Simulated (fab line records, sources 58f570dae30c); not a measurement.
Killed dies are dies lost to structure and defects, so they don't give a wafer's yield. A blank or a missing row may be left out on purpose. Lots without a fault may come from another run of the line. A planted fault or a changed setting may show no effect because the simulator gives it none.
A struck lot beside a sound one | flow berkeley_cmos170 | 15 steps out of a route of 331
Sound: wafers L889.4, L889.5, L889.6. Struck: wafers L893.1, L893.2, L893.5. The cause comes at the end.
At each step with rows: each side's tool, then ch and its chambers, then its first start. Under that, the readings that differ: sound wafers | struck wafers | difference of the means | sigmas: that difference in standard deviations of wafers without a fault.
alike: readings whose means differ by less than 2 such deviations, and words and numbers that are the same on both sides. not compared: withheld readings, readings that some wafer has no value for, bounds like >300 that may hide the same value, and numbers for which the record gives no deviation and whose values overlap.
The two part at a step that has a row with sigmas, a row that says differs or no value, or rows on one side only. Numbers that don't overlap but have no deviation are shown without sigmas and don't part them. A reading that every wafer of one side lacks parts them only if that side has two wafers or more.

UCB170_ACTIVE_ETCH_15: etches Si3N4 in CH3F/Ar/O2, stops on SiO2, target depth 242 nm, time 151 s.
  sound on rie_diel-02 ch 0,1,2, day 5 03:37; struck on rie_diel-04 ch 0,2,3, day 6 04:05
  alike: CH3F_flow_sccm, drypump_motor_current_A, oes_product_au, throttle_valve_pct
  not compared: rf_hours_counter_h
UCB170_ACTIVE_STRIP_16: strips in O2.
  sound on plasma_asher-01 ch 0,1, day 5 03:41; struck on plasma_asher-01 ch 0,1, day 6 04:11
  alike: chamber_pressure_mTorr, drypump_motor_current_A, oes_product_au, strip_time_to_endpoint_s
  not compared: rf_hours_counter_h
UCB170_ACTIVE_CD_MEAS_90: target cd 1200 nm.
  sound on cd_sem-01, day 5 03:50; struck on cd_sem-02, day 6 04:17
  alike: cd_nm
then, 7 steps without rows for these wafers: UCB170_ACTIVE_CLEAN_17 (cleans in SPM, time 600 s); UCB170_PFIELD_HMDS_00 (prime time 60 s); UCB170_PFIELD_COAT_01 (resist thk 900 nm); UCB170_PFIELD_SOFTBAKE_02 (time 60 s); UCB170_PFIELD_EXPOSE_03 (exposes mask PFIELD, target cd 1500 nm); UCB170_PFIELD_PEB_04; UCB170_PFIELD_DEVELOP_05 (develop time 45 s).
UCB170_PFIELD_OVL_MEAS_06:
  sound on overlay-02, day 5 08:01; struck on overlay-02, day 6 05:53
  alike: PFIELD_OVL
then, 1 step without rows for these wafers: UCB170_PFIELD_IMPLANT_07.
UCB170_PFIELD_STRIP_08: strips in O2.
  sound on plasma_asher-04 ch 0,1, day 5 08:13; struck on plasma_asher-03 ch 0,1, day 6 06:04
  no value came back on the struck wafers for chamber_pressure_mTorr (mTorr), drypump_motor_current_A (A), oes_product_au (a.u.), strip_time_to_endpoint_s (s); on the sound wafers chamber_pressure_mTorr (mTorr) reads 3502 3499 3505
  reading                                 | sound | struck          | difference | sigmas
  model.KrF_of_PFIELD_COAT_01.thk_nm (nm) | 0 0 0 | 887 888.4 887.9 | +888       |
  not compared: rf_hours_counter_h
UCB170_PFIELD_TW_MEAS_09:
  sound on film_metro-01, day 5 08:19; struck on film_metro-03, day 6 06:10
  alike: PFIELD_TW
-- the record jumps here: 4 days lie between the struck wafers' starts before and after (it left off in module PFIELD and takes up again in module M3, whose first step shown is number 331 of the route) --
UCB170_M3_PROBE_99:
  the record has rows for the struck wafers here (prober-02, day 10 09:37) and none for the sound ones

WHERE THEY PART
First at UCB170_PFIELD_STRIP_08; last, within this record, at UCB170_M3_PROBE_99.

WHY: what the simulator had put in
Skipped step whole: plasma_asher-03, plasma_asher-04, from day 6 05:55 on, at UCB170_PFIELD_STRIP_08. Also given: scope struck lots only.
